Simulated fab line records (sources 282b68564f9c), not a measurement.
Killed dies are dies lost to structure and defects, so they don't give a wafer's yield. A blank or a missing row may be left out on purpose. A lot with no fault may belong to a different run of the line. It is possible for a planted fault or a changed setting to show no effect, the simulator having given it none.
Which tool was responsible? + flow ritCmos + 14 lots (42 wafers sampled), 1 step of a 202-step route

== WHAT THE GAUGES SHOWED, per wafer ==
The record holds no reading of a measuring or inspecting step that can be judged against a usual standard deviation.

== EACH LOT AND THE TOOL THAT RAN IT (in order: tool; ch and the chambers of the sampled wafers; start) ==
| lot  | RIT_CONTACT_ETCH_11              |
|------|----------------------------------|
| L310 | rieDiel-03 ch 0,1, day 3 08:40   |
| L311 | rieDiel-04 ch 1,2,3, day 3 14:50 |
| L312 | rieDiel-04 ch 0,1,2, day 3 19:04 |
| L313 | rieDiel-04 ch 0,3, day 3 23:26   |
| L315 | rieDiel-04 ch 0,2,3, day 4 10:43 |
| L320 | rieDiel-03 ch 1,2,3, day 5 13:16 |
| L322 | rieDiel-03 ch 0,1,2, day 6 02:49 |
| L323 | rieDiel-02 ch 0,1,3, day 6 07:59 |
| L326 | rieDiel-02 ch 0,1,2, day 6 23:02 |
| L328 | rieDiel-04 ch 0,2, day 7 13:38   |
| L329 | rieDiel-03 ch 0,1, day 7 15:34   |
| L330 | rieDiel-03 ch 0,2,3, day 7 20:17 |
| L331 | rieDiel-04 ch 0,1, day 8 00:53   |
| L332 | rieDiel-02 ch 1,2,3, day 8 04:56 |
- RIT_CONTACT_ETCH_11: etches SiO2 in CHF3/CF4/Ar, stops on TiSi2, target depth 480 nm, time 320 s.

== AS READ BY THE TOOLS THEMSELVES (means over the sampled wafers that have a number; for cases with no such wafer, the mark the record gives instead) ==
RIT_CONTACT_ETCH_11.
| lot  | tool       | drypumpMotorCurrentA (A) | oesProductAu (a.u.) | rfFwdPowerW (W) | throttleValvePct (%) |
|------|------------|--------------------------|---------------------|-----------------|----------------------|
| L310 | rieDiel-03 | 6.4                      | 0.994               | 199.9           | 8.80                 |
| L311 | rieDiel-04 | 5.4                      | 0.993               | 199.4           | 8.92                 |
| L312 | rieDiel-04 | 5.5                      | 0.993               | 199.6           | 9.05                 |
| L313 | rieDiel-04 | 5.4                      | 0.996               | 166.9           | 9.01                 |
| L315 | rieDiel-04 | 5.3                      | 0.997               | 167.7           | 8.94                 |
| L320 | rieDiel-03 | 6.0                      | 0.983               | 199.2           | 8.77                 |
| L322 | rieDiel-03 | 6.2                      | 0.992               | 199.8           | 8.76                 |
| L323 | rieDiel-02 | 5.2                      | 0.973               | 199.6           | 8.78                 |
| L326 | rieDiel-02 | 5.2                      | 0.980               | 199.2           | 8.79                 |
| L328 | rieDiel-04 | 5.3                      | 0.995               | 199.3           | 9.01                 |
| L329 | rieDiel-03 | 6.5                      | 0.985               | 199.7           | 8.75                 |
| L330 | rieDiel-03 | 5.9                      | 0.989               | 199.8           | 8.82                 |
| L331 | rieDiel-04 | 5.6                      | 0.993               | 199.0           | 9.11                 |
| L332 | rieDiel-02 | 5.2                      | 0.985               | 199.5           | 8.84                 |

== THE ANSWER, worked out from the rows above alone ==
Rule: the lots themselves supply what counts as usual. The widest of any qualifying gaps counts: lots, ordered by their means at a reading, are off when they make up no more than a third of the lots, leave a main group of 4 or more, and stand apart from it by 3 or more times the standard deviation of that group's means. A main group whose means are all the same, to the digits that the tables above print for the reading, isn't used. Also off: a lot with no number at a reading for which 4 or more lots have one. Any other lot the step has rows for is counted as sound. After the gauges, taken in route order, come the tools' own readings; for these a lot's mean is taken, as printed above. At the first step where some lot is off, the reading lying furthest off is the one used; lots without a number count as furthest.
Off: L313, L315 (RIT_CONTACT_ETCH_11, rfFwdPowerW). Main group: mean 199.5 W, sd 0.27.
A tool fits if, at that step or a process step before it, it ran every lot that is off, and no sound lot after the first of them. None of those tried fits.

== WHAT HAD BEEN PUT IN BY THE SIMULATOR ==
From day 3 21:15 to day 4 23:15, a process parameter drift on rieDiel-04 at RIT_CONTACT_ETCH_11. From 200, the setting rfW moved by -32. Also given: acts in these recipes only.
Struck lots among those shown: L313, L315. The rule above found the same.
